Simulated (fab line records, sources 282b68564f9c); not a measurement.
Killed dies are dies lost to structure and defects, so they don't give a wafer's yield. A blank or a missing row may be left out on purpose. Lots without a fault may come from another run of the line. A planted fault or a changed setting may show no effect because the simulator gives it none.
A struck lot beside a sound one | flow rit_cmos | 43 steps out of a route of 202
Sound: wafers L271.2, L271.3, L271.6. Struck: wafer L275.1. (L275.2, L275.4 of the same lot were not struck and are left out.) The cause comes at the end.
At each step with rows: each side's tool, then ch and its chambers, then its first start. Under that, the readings that differ: sound wafers | struck wafers | difference of the means | sigmas: that difference in standard deviations of wafers without a fault.
alike: readings whose means differ by less than 2 such deviations, and words and numbers that are the same on both sides. not compared: withheld readings, readings that some wafer has no value for, bounds like >300 that may hide the same value, and numbers for which the record gives no deviation and whose values overlap.
The two part at a step that has a row with sigmas, a row that says differs or no value, or rows on one side only. Numbers that don't overlap but have no deviation are shown without sigmas and don't part them. A reading that every wafer of one side lacks parts them only if that side has two wafers or more.

first, 1 step without rows for these wafers: RIT_SPACER_CVD_03 (deposits Si3N4 from SiH2Cl2/NH3, target thk 250 nm, time 3300 s).
RIT_SPACER_THK_MEAS_04:
  sound on film_metro-03, day 4 14:19; struck on film_metro-03, day 5 04:27
  alike: SPACER_NITRIDE_THK
RIT_SPACER_ETCHBACK_05: etches Si3N4 in SF6/CHF3, stops on SiO2, target depth 250 nm, time 240 s.
  sound on rie_diel-03 ch 1,3, day 4 14:22; struck on rie_diel-03 ch 1, day 5 04:31
  alike: drypump_motor_current_A, oes_product_au, throttle_valve_pct
  not compared: rf_hours_counter_h
then, 6 steps without rows for these wafers: RIT_NSD_HMDS_00 (prime time 60 s); RIT_NSD_COAT_01 (resist thk 1000 nm); RIT_NSD_SOFTBAKE_02 (time 60 s); RIT_NSD_EXPOSE_03 (exposes mask M9, target cd 40700 nm); RIT_NSD_PEB_04; RIT_NSD_DEVELOP_05 (develop time 50 s).
RIT_NSD_OVL_MEAS_06:
  sound on overlay-01, day 4 15:22; struck on overlay-01, day 5 05:57
  alike: NSD_OVL
then, 2 steps without rows for these wafers: RIT_NSD_HARDBAKE_07 (time 60 s); RIT_NSD_IMPLANT_08.
RIT_NSD_STRIP_09: strips in O2, time 180 s.
  sound on plasma_asher-04 ch 0,1, day 4 15:42; struck on plasma_asher-04 ch 0, day 5 06:17
  alike: drypump_motor_current_A
  not compared: rf_hours_counter_h
RIT_NSD_TW_MEAS_10:
  sound on film_metro-04, day 4 15:53; struck on film_metro-04, day 5 06:28
  alike: NSD_TW
then, 6 steps without rows for these wafers: RIT_PSD_HMDS_00 (prime time 60 s); RIT_PSD_COAT_01 (resist thk 1000 nm); RIT_PSD_SOFTBAKE_02 (time 60 s); RIT_PSD_EXPOSE_03 (exposes mask M10, target cd 40900 nm); RIT_PSD_PEB_04; RIT_PSD_DEVELOP_05 (develop time 50 s).
RIT_PSD_OVL_MEAS_06:
  sound on overlay-01, day 4 16:55; struck on overlay-01, day 5 07:32
  alike: PSD_OVL
then, 2 steps without rows for these wafers: RIT_PSD_HARDBAKE_07 (time 60 s); RIT_PSD_IMPLANT_08.
RIT_PSD_STRIP_09: strips in O2, time 180 s.
  sound on plasma_asher-04 ch 1, day 4 17:14; struck on plasma_asher-03 ch 1, day 5 07:53
  alike: drypump_motor_current_A
  not compared: rf_hours_counter_h
RIT_PSD_TW_MEAS_10:
  sound on film_metro-04, day 4 17:26; struck on film_metro-02, day 5 08:03
  reading | sound          | struck | difference | sigmas
  PSD_TW  | 3446 3421 3415 | 3362   | -65        | -2
then, 3 steps without rows for these wafers: RIT_SDANNEAL_CLEAN_00 (cleans in SC1, time 600 s); RIT_SDANNEAL_CLEAN_01 (cleans in dHF, time 30 s); RIT_SDANNEAL_CLEAN_02 (cleans in SC2, time 600 s).
RIT_SDANNEAL_RTA_03: time 5 s.
  sound on rtp_anneal-02 ch 0, day 4 17:52; struck on rtp_anneal-02 ch 0, day 5 08:32
  alike: ramp_up_c_per_s, wafer_temp_C_max
RIT_SDANNEAL_RS_MEAS_04: measures by four-point-probe.
  sound on film_metro-01, day 4 17:55; struck on film_metro-04, day 5 08:35
  alike: PSD_RS
RIT_SDANNEAL_RS_MEAS_05: measures by four-point-probe.
  sound on film_metro-01, day 4 18:02; struck on film_metro-04, day 5 08:43
  alike: NSD_RS
RIT_SDANNEAL_RS_MEAS_06: measures by four-point-probe.
  sound on film_metro-01, day 4 18:10; struck on film_metro-04, day 5 08:50
  reading          | sound             | struck | difference | sigmas
  PLDD_RS (ohm/sq) | 179.4 179.9 179.9 | 178.4  | -1.3       | -3
RIT_SDANNEAL_RS_MEAS_07: measures by four-point-probe.
  sound on film_metro-01, day 4 18:17; struck on film_metro-04, day 5 08:57
  alike: NLDD_RS
then, 2 steps without rows for these wafers: RIT_SILICIDE_WET_ETCH_00 (etches SiO2 in BOE, target depth 14 nm, time 15 s); RIT_SILICIDE_SPUTTER_01 (material Ti, target thk 30 nm, time 240 s).
RIT_SILICIDE_RS_MEAS_02: measures by four-point-probe.
  sound on film_metro-02, day 4 18:35; struck on film_metro-03, day 5 09:14
  alike: SILICIDE_TI_RS
RIT_SILICIDE_THK_MEAS_03: measures by xrf.
  sound on film_metro-02, day 4 18:41; struck on film_metro-03, day 5 09:21
  alike: SILICIDE_TI_THK
RIT_SILICIDE_RTA_04: time 10 s, ramp up 5 s, ramp down 5 s.
  sound on rtp_anneal-01 ch 0, day 4 18:45; struck on rtp_anneal-01 ch 0, day 5 09:25
  alike: wafer_temp_C_max
then, 1 step without rows for these wafers: RIT_SILICIDE_WET_ETCH_05 (etches Ti in SPM, time 120 s).
RIT_SILICIDE_RTA_06: time 10 s, ramp up 5 s, ramp down 10 s.
  sound on rtp_anneal-02 ch 0, day 4 18:52; struck on rtp_anneal-02 ch 0, day 5 09:31
  reading          | sound             | struck | difference | sigmas
  wafer_temp_C_max | 754.5 754.6 755.5 | 752.8  | -2.1       | -3
then, 1 step without rows for these wafers: RIT_CONTACT_CVD_00 (deposits SiO2 from TEOS, target thk 400 nm, time 61 s).
RIT_CONTACT_THK_MEAS_01:
  sound on film_metro-01, day 4 18:59; struck on film_metro-01, day 5 09:38
  alike: CONTACT_TEOS_THK
RIT_M1_PROBE_99:
  sound on prober-02, day 5 01:31; struck on prober-01, day 5 16:06
  reading             | sound | struck | difference | sigmas
  killed_at_front_end | 6 4 8 | 39     | +33        | +12
  killed_dies         | 6 4 8 | 39     | +33        | +12
  killed_on_rim       | 2 0 2 | 10     | +9         | +7
  alike: killed_at_contacts, killed_open, killed_short

WHERE THEY PART
First at RIT_PSD_TW_MEAS_10; last, within this record, at RIT_M1_PROBE_99.

WHY: what the simulator had put in
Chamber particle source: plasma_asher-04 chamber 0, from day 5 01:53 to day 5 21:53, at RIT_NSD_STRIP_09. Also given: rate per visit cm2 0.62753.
